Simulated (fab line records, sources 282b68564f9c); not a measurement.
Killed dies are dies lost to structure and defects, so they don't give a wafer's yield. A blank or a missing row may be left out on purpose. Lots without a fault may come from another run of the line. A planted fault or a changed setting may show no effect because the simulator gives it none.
A struck lot beside a sound one | flow rit_cmos | 27 steps out of a route of 202
Sound: wafers L322.2, L322.3, L322.6. Struck: wafer L330.4. (L330.2, L330.6 of the same lot were not struck and are left out.) The cause comes at the end.
At each step with rows: each side's tool, then ch and its chambers, then its first start. Under that, the readings that differ: sound wafers | struck wafers | difference of the means | sigmas: that difference in standard deviations of wafers without a fault.
alike: readings whose means differ by less than 2 such deviations, and words and numbers that are the same on both sides. not compared: withheld readings, readings that some wafer has no value for, bounds like >300 that may hide the same value, and numbers for which the record gives no deviation and whose values overlap.
The two part at a step that has a row with sigmas, a row that says differs or no value, or rows on one side only. Numbers that don't overlap but have no deviation are shown without sigmas and don't part them. A reading that every wafer of one side lacks parts them only if that side has two wafers or more.

first, 4 steps without rows for these wafers: RIT_CONTACT_SOFTBAKE_04 (time 60 s); RIT_CONTACT_EXPOSE_05 (exposes mask M11, target cd 1000 nm); RIT_CONTACT_PEB_06; RIT_CONTACT_DEVELOP_07 (develop time 120 s).
RIT_CONTACT_CD_MEAS_08: target cd 1000 nm.
  sound on cd_sem-01, day 3 19:23; struck on cd_sem-02, day 5 11:38
  alike: cd_nm
RIT_CONTACT_OVL_MEAS_09:
  sound on overlay-01, day 3 19:29; struck on overlay-02, day 5 11:44
  alike: CONTACT_OVL
then, 1 step without rows for these wafers: RIT_CONTACT_HARDBAKE_10 (time 60 s).
RIT_CONTACT_ETCH_11: etches SiO2 in CHF3/CF4/Ar, stops on TiSi2, target depth 480 nm, time 320 s.
  sound on rie_diel-03 ch 1,2, day 3 19:40; struck on rie_diel-01 ch 0, day 5 11:55
  reading                     | sound       | struck | difference | sigmas
  drypump_motor_current_A (A) | 5.7 5.4 5.7 | 6.6    | +1.0       | +3
  alike: cf4_flow_sccm, oes_product_au, throttle_valve_pct
  not compared: rf_hours_counter_h
RIT_CONTACT_STRIP_12: strips in O2, time 180 s.
  sound on plasma_asher-03 ch 0,1, day 3 19:52; struck on plasma_asher-04 ch 0, day 5 12:07
  reading                     | sound       | struck | difference | sigmas
  drypump_motor_current_A (A) | 5.7 5.9 6.0 | 4.8    | -1.1       | -2
  not compared: rf_hours_counter_h
RIT_CONTACT_CD_MEAS_90: target cd 1000 nm.
  sound on cd_sem-01, day 3 20:04; struck on cd_sem-02, day 5 12:18
  alike: cd_nm
then, 2 steps without rows for these wafers: RIT_CONTACT_CLEAN_13 (cleans in SC1, time 600 s); RIT_CONTACT_CLEAN_14 (cleans in SC2, time 600 s).
RIT_M1_SPUTTER_00: material Al, target thk 400 nm, time 500 s.
  sound on pvd_sputter-02, day 3 20:31; struck on pvd_sputter-02, day 5 12:46
  reading                               | sound             | struck | difference | sigmas
  model.Al_of_M1_SPUTTER_00.thk_nm (nm) | 400.2 395.6 400.5 | 441.2  | +42.4      |
  alike: throttle_valve_pct
RIT_M1_RS_MEAS_01: measures by four-point-probe.
  sound on film_metro-02, day 3 20:50; struck on film_metro-04, day 5 13:05
  reading           | sound                | struck | difference | sigmas
  M1_AL_RS (ohm/sq) | 0.0732 0.0743 0.0732 | 0.0664 | -0.0072    | -8
RIT_M1_THK_MEAS_02: measures by xrf.
  sound on film_metro-02, day 3 20:56; struck on film_metro-04, day 5 13:11
  reading        | sound       | struck | difference | sigmas
  M1_AL_THK (nm) | 403 397 404 | 442    | +41        | +8
then, 6 steps without rows for these wafers: RIT_M1_HMDS_03 (prime time 60 s); RIT_M1_COAT_04 (resist thk 1300 nm); RIT_M1_SOFTBAKE_05 (time 60 s); RIT_M1_EXPOSE_06 (exposes mask M12, target cd 2600 nm); RIT_M1_PEB_07; RIT_M1_DEVELOP_08 (develop time 68 s).
RIT_M1_CD_MEAS_09: target cd 2600 nm.
  sound on cd_sem-01, day 3 22:01; struck on cd_sem-02, day 5 14:23
  alike: cd_nm
RIT_M1_OVL_MEAS_10:
  sound on overlay-01, day 3 22:07; struck on overlay-02, day 5 14:30
  reading     | sound       | struck | difference | sigmas
  M1_OVL (nm) | 1.4 3.3 3.1 | -1.6   | -4.2       | -3
then, 1 step without rows for these wafers: RIT_M1_HARDBAKE_11 (time 120 s).
RIT_M1_METAL_ETCH_12: etches Al in Cl2/BCl3, stops on SiO2, time 165 s, target depth 600 nm.
  sound on rie_metal-02 ch 0,1, day 3 22:24; struck on rie_metal-04 ch 1, day 5 14:53
  reading               | sound             | struck | difference | sigmas
  oes_product_au (a.u.) | 0.760 0.777 0.785 | 0.817  | +0.043     | +4
  alike: drypump_motor_current_A, throttle_valve_pct
  not compared: rf_hours_counter_h
then, 1 step without rows for these wafers: RIT_M1_STRIP_13 (strips in nmp, time 600 s).
RIT_M1_PROBE_99:
  sound on prober-02, day 4 00:42; struck on prober-02, day 5 17:38
  reading                  | sound                   | struck  | difference | sigmas
  model.etest.m1.rs_ohm_sq | 0.07181 0.07377 0.07237 | 0.06566 | -0.00699   |
  alike: defect_limited_yield, killed_at_contacts, killed_at_front_end, killed_dies, killed_open, killed_short, sort_bin_3_pad_short, sort_bin_5_function, sort_bin_6_memory, sort_n_pass, sort_yield_pct

WHERE THEY PART
First at RIT_CONTACT_ETCH_11; last, within this record, at RIT_M1_METAL_ETCH_12. Later steps at which nothing parts them and some readings are alike: RIT_M1_PROBE_99.

WHY: what the simulator had put in
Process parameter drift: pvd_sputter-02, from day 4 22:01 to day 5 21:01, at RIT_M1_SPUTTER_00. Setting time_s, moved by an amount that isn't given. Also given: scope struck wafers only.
